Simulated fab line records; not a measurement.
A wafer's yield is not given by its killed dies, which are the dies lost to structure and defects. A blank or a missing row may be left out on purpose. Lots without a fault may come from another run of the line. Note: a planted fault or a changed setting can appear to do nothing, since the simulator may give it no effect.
Check for tools in common ; flow berkeleyCmos170 ; 14 lots, 42 wafers sampled

WHY IT WAS OPENED
Flagged at UCB170_PLDD_CD_MEAS_06: reading cdNm, on 2 of 14 lots. Fault-free wafers read 1199.8 nm, with a standard deviation of 1.3.
Rule: a lot is flagged in two cases, either no wafer of it has a number, or all its wafers with numbers fall more than 4 standard deviations from that mean. The other lots count as sound.

lot;measured;on;cdNm (nm), wafer by wafer;flag
L320;day 7 21:14;cdSem-02;1202.0 1203.4 1201.5;
L321;day 7 21:47;cdSem-02;1198.9 1199.0 1197.5;
L322;day 7 21:49;cdSem-01;1200.0 1197.3 1198.1;
L323;day 8 13:04;cdSem-02;1198.6 1198.1 1198.5;
L324;day 8 13:37;cdSem-01;1201.0 1201.3 1202.6;
L326;day 8 13:39;cdSem-02;1200.5 1201.0 1200.4;
L328;day 9 08:56;cdSem-02;1199.6 1197.1 1198.8;
L331;day 9 09:21;cdSem-01;1197.9 1197.1 1199.9;
L332;day 9 09:28;cdSem-01;1224.6 1225.7 1224.8;FLAGGED
L333;day 10 04:31;cdSem-02;1220.3 1219.8 1219.9;FLAGGED
L337;day 10 19:42;cdSem-01;1199.7 1200.4 1199.6;
L339;day 11 12:13;cdSem-02;1200.1 1200.9 1200.9;
L338;day 11 12:43;cdSem-01;1199.4 1198.3 1198.3;
L342;day 11 23:32;cdSem-01;1200.1 1199.5 1198.6;
On average the flagged lots' numbers are 1222.5 nm, which is +22.7 nm against the usual, or +17 standard deviations.

EACH LOT AND THE TOOL IT RAN ON
The record keeps 1 process step preceding the reading, out of 331 steps on the route. In each cell: the tool, then ch and the chambers that the sampled wafers went through, then the start.
lot;flag;UCB170_PLDD_PEB_04
L320;;lithoTrack-02 ch 0, day 7 20:58
L321;;lithoTrack-02 ch 0, day 7 21:31
L322;;lithoTrack-01 ch 0, day 7 21:32
L323;;lithoTrack-01 ch 0, day 8 12:00
L324;;lithoTrack-01 ch 0, day 8 13:00
L326;;lithoTrack-03 ch 0, day 8 13:00
L328;;lithoTrack-03 ch 0, day 9 08:39
L331;;lithoTrack-02 ch 0, day 9 09:04
L332;FLAGGED;lithoTrack-03 ch 0, day 9 09:11
L333;FLAGGED;lithoTrack-03 ch 0, day 10 04:14
L337;;lithoTrack-02 ch 0, day 10 19:26
L339;;lithoTrack-01 ch 0, day 11 11:56
L338;;lithoTrack-02 ch 0, day 11 12:27
L342;;lithoTrack-01 ch 0, day 11 23:16
What is done by these steps:
- UCB170_PLDD_PEB_04
- UCB170_PLDD_CD_MEAS_06: target cd 1200 nm.

FLAGGED OVER TOTAL, TOOL BY TOOL (the gauges that took the reading come last)
step;tool;lots run;flagged;share of the flagged lots;sound lots run after its first flagged lot
UCB170_PLDD_PEB_04;lithoTrack-01;5;0;none;-
UCB170_PLDD_PEB_04;lithoTrack-02;5;0;none;-
UCB170_PLDD_PEB_04;lithoTrack-03;4;2;all;0
UCB170_PLDD_CD_MEAS_06;cdSem-01;7;1;some;3 (L337,L338,L342)
UCB170_PLDD_CD_MEAS_06;cdSem-02;7;1;some;1 (L339)

WHAT THE TABLE ALLOWS
Rows of the table that ran each flagged lot: 1, that is lithoTrack-03 at UCB170_PLDD_PEB_04.
- lithoTrack-03 at UCB170_PLDD_PEB_04 ran 4 lots, 2 of them flagged. Last sound lot L328 at day 9 08:39, first flagged lot L332 at day 9 09:11; a fault beginning in between fits. Its own readings (heaterPowerTotalW, plateTempC) fall more than 4 standard deviations out on all wafers of the flagged lots.
One tool is left: lithoTrack-03 at UCB170_PLDD_PEB_04.

WHAT THE SIMULATOR HAD PUT IN
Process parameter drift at UCB170_PLDD_PEB_04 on lithoTrack-03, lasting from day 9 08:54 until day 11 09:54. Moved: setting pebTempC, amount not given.
Shown lots that were struck: L332, L333. The rule given above showed the same thing.
